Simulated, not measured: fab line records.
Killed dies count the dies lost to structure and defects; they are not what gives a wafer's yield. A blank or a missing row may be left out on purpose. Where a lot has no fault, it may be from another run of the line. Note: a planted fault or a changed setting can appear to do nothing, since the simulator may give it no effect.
One fault through the eyes of 2 desks | flow rit cmos | what lay behind the numbers comes last; until then each desk has only its own

## DESK OF THE TOOL OWNER: pecvd-03
The tool's own readings at RIT_CONTACT_CVD_00 (deposits SiO2 from TEOS, target thk 400 nm, time 61 s): means of the sampled wafers that have a number, for each lot that ran on this tool. Any lot whose mean is over 4 standard deviations away from the usual mean is out of limits and marked OUT; that distance is given in the brackets.
Columns: A = heater power w at RIT_CONTACT_CVD_00, usual 313 W
lot  | first seen here | A
L651 | day 3 20:38     | 311
L658 | day 5 02:37     | 246
L663 | day 6 08:33     | 301
Finding of this desk: none of the 3 lots has anything out of limits.

## THE METROLOGY DESK
Means of the sampled wafers that have a number, per lot and without regard to the tool the lot ran on: this is what the gauges read. Any lot whose mean is over 4 standard deviations away from the usual mean is out of limits and marked OUT; that distance is given in the brackets.
Columns: A = CONTACT_TEOS_THK at RIT_CONTACT_THK_MEAS_01, usual 400 nm
lot  | first seen here | A
L649 | day 3 17:31     | 404
L651 | day 3 20:42     | 399
L652 | day 4 01:20     | 402
L655 | day 4 13:07     | 405
L656 | day 5 00:18     | 405
L658 | day 5 02:41     | 399
L657 | day 5 06:50     | 400
L661 | day 5 21:56     | 403
L663 | day 6 08:36     | 517 (+24) OUT
L667 | day 7 05:55     | 400
L668 | day 7 06:57     | 402
L670 | day 7 17:28     | 405
L671 | day 7 22:05     | 400
Finding of this desk: L663 out of limits, first seen on L663 at day 6 08:36 (CONTACT_TEOS_THK at RIT_CONTACT_THK_MEAS_01). L649, L651, L652, L655, L656, L658, L657, L661, L667, L668, L670, L671: within limits.

## ALL TOGETHER
Metrology desk: alarm possible at day 6 08:36 on L663.
Nothing out of limits was seen by the tool owner's desk.
The tool owner's desk has L663 on record, within its limits.
On pecvd-03, each named lot ran RIT_CONTACT_CVD_00.

## WHAT HAD BEEN PUT IN BY THE SIMULATOR
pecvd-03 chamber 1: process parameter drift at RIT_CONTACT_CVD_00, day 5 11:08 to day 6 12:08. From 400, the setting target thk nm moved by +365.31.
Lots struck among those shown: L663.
Delay in hours, fault start to first out-of-limits reading, per desk: metrology desk 21.
